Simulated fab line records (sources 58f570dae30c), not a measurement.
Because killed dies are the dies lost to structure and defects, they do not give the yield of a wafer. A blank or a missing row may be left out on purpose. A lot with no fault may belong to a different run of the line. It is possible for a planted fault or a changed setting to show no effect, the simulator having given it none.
Lot-split experiment :: flow berkeley cmos170 :: 5 lots, 23 wafers read, on a route of 331 steps

== ABOUT THE SPLIT ==
At UCB170_WELLDRIVE_OXIDATION_01 (target thk 199 nm, ox time 9000 s), the setting temp c was moved away from the recipe's 1100 C on 20 of the 23 wafers read, by -1.2% to +2.6%. All remaining wafers had this setting at the recipe value.

There is no step in the file separating the split from the reading.

== THE READING ==
Values of WELLDRIVE_OXIDE_THK in nm from UCB170_WELLDRIVE_THK_MEAS_02. Typical for fault-free wafers on this fab line: 201 nm, with standard deviation 3.2 nm.

wafer: L074.1
tool, chamber at the split: furnace-04, 0
temp c as run, C: 1100
against the recipe: recipe
WELLDRIVE_OXIDE_THK, nm: 200
against lot-mates on the recipe: -

wafer: L074.5
tool, chamber at the split: furnace-04, 0
temp c as run, C: 1100
against the recipe: recipe
WELLDRIVE_OXIDE_THK, nm: 201
against lot-mates on the recipe: -

wafer: L074.6
tool, chamber at the split: furnace-04, 0
temp c as run, C: 1100
against the recipe: recipe
WELLDRIVE_OXIDE_THK, nm: 202
against lot-mates on the recipe: -

wafer: L076.1
tool, chamber at the split: -, -
temp c as run, C: 1129
against the recipe: +2.6%
WELLDRIVE_OXIDE_THK, nm: 231
against lot-mates on the recipe: no lot-mate on the recipe

wafer: L076.2
tool, chamber at the split: -, -
temp c as run, C: 1129
against the recipe: +2.6%
WELLDRIVE_OXIDE_THK, nm: 236
against lot-mates on the recipe: no lot-mate on the recipe

wafer: L076.3
tool, chamber at the split: -, -
temp c as run, C: 1129
against the recipe: +2.6%
WELLDRIVE_OXIDE_THK, nm: 234
against lot-mates on the recipe: no lot-mate on the recipe

wafer: L076.4
tool, chamber at the split: -, -
temp c as run, C: 1129
against the recipe: +2.6%
WELLDRIVE_OXIDE_THK, nm: 234
against lot-mates on the recipe: no lot-mate on the recipe

wafer: L076.6
tool, chamber at the split: -, -
temp c as run, C: 1129
against the recipe: +2.6%
WELLDRIVE_OXIDE_THK, nm: 233
against lot-mates on the recipe: no lot-mate on the recipe

wafer: L077.2
tool, chamber at the split: -, -
temp c as run, C: 1087
against the recipe: -1.2%
WELLDRIVE_OXIDE_THK, nm: 188
against lot-mates on the recipe: no lot-mate on the recipe

wafer: L077.3
tool, chamber at the split: -, -
temp c as run, C: 1087
against the recipe: -1.2%
WELLDRIVE_OXIDE_THK, nm: 187
against lot-mates on the recipe: no lot-mate on the recipe

wafer: L077.4
tool, chamber at the split: -, -
temp c as run, C: 1087
against the recipe: -1.2%
WELLDRIVE_OXIDE_THK, nm: 189
against lot-mates on the recipe: no lot-mate on the recipe

wafer: L077.5
tool, chamber at the split: -, -
temp c as run, C: 1087
against the recipe: -1.2%
WELLDRIVE_OXIDE_THK, nm: 188
against lot-mates on the recipe: no lot-mate on the recipe

wafer: L077.6
tool, chamber at the split: -, -
temp c as run, C: 1087
against the recipe: -1.2%
WELLDRIVE_OXIDE_THK, nm: 187
against lot-mates on the recipe: no lot-mate on the recipe

wafer: L081.1
tool, chamber at the split: -, -
temp c as run, C: 1089
against the recipe: -1.0%
WELLDRIVE_OXIDE_THK, nm: 181
against lot-mates on the recipe: no lot-mate on the recipe

wafer: L081.2
tool, chamber at the split: -, -
temp c as run, C: 1089
against the recipe: -1.0%
WELLDRIVE_OXIDE_THK, nm: 182
against lot-mates on the recipe: no lot-mate on the recipe

wafer: L081.3
tool, chamber at the split: -, -
temp c as run, C: 1089
against the recipe: -1.0%
WELLDRIVE_OXIDE_THK, nm: 183
against lot-mates on the recipe: no lot-mate on the recipe

wafer: L081.5
tool, chamber at the split: -, -
temp c as run, C: 1089
against the recipe: -1.0%
WELLDRIVE_OXIDE_THK, nm: 183
against lot-mates on the recipe: no lot-mate on the recipe

wafer: L081.6
tool, chamber at the split: -, -
temp c as run, C: 1089
against the recipe: -1.0%
WELLDRIVE_OXIDE_THK, nm: 183
against lot-mates on the recipe: no lot-mate on the recipe

wafer: L084.1
tool, chamber at the split: -, -
temp c as run, C: 1108
against the recipe: +0.7%
WELLDRIVE_OXIDE_THK, nm: 211
against lot-mates on the recipe: no lot-mate on the recipe

wafer: L084.3
tool, chamber at the split: -, -
temp c as run, C: 1108
against the recipe: +0.7%
WELLDRIVE_OXIDE_THK, nm: 211
against lot-mates on the recipe: no lot-mate on the recipe

wafer: L084.4
tool, chamber at the split: -, -
temp c as run, C: 1108
against the recipe: +0.7%
WELLDRIVE_OXIDE_THK, nm: 207
against lot-mates on the recipe: no lot-mate on the recipe

wafer: L084.5
tool, chamber at the split: -, -
temp c as run, C: 1108
against the recipe: +0.7%
WELLDRIVE_OXIDE_THK, nm: 211
against lot-mates on the recipe: no lot-mate on the recipe

wafer: L084.6
tool, chamber at the split: -, -
temp c as run, C: 1108
against the recipe: +0.7%
WELLDRIVE_OXIDE_THK, nm: 208
against lot-mates on the recipe: no lot-mate on the recipe

FIT RESULTS
A straight line over all 23 wafers: WELLDRIVE_OXIDE_THK changes by +13 nm for each +1% of temp c; r = +0.99; the points scatter about the line by 3.1 nm.
Too few moved wafers with a lot-mate on the recipe to fit a line net of each lot's own level.

== THE WHOLE CHAIN: every reading that the file lists as answering this split, in the file's order ==
step: UCB170_WELLDRIVE_OXIDATION_01
what it does: target thk 199 nm, ox time 9000 s
reading: SiO2_of_WELLDRIVE_OXIDATION_01.thk nm (the simulator's own value, which no gauge read)
change (the file's fit): +13 nm for each +1% of the setting
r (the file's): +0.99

step: UCB170_WELLDRIVE_THK_MEAS_02
what it does: 
reading: WELLDRIVE_OXIDE_THK
change (the file's fit): +12.9 for each +1% of the setting
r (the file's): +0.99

== FILE'S OWN FIT ==
WELLDRIVE_OXIDE_THK changes by +12.9 nm for each +1% of temp c, r = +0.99.
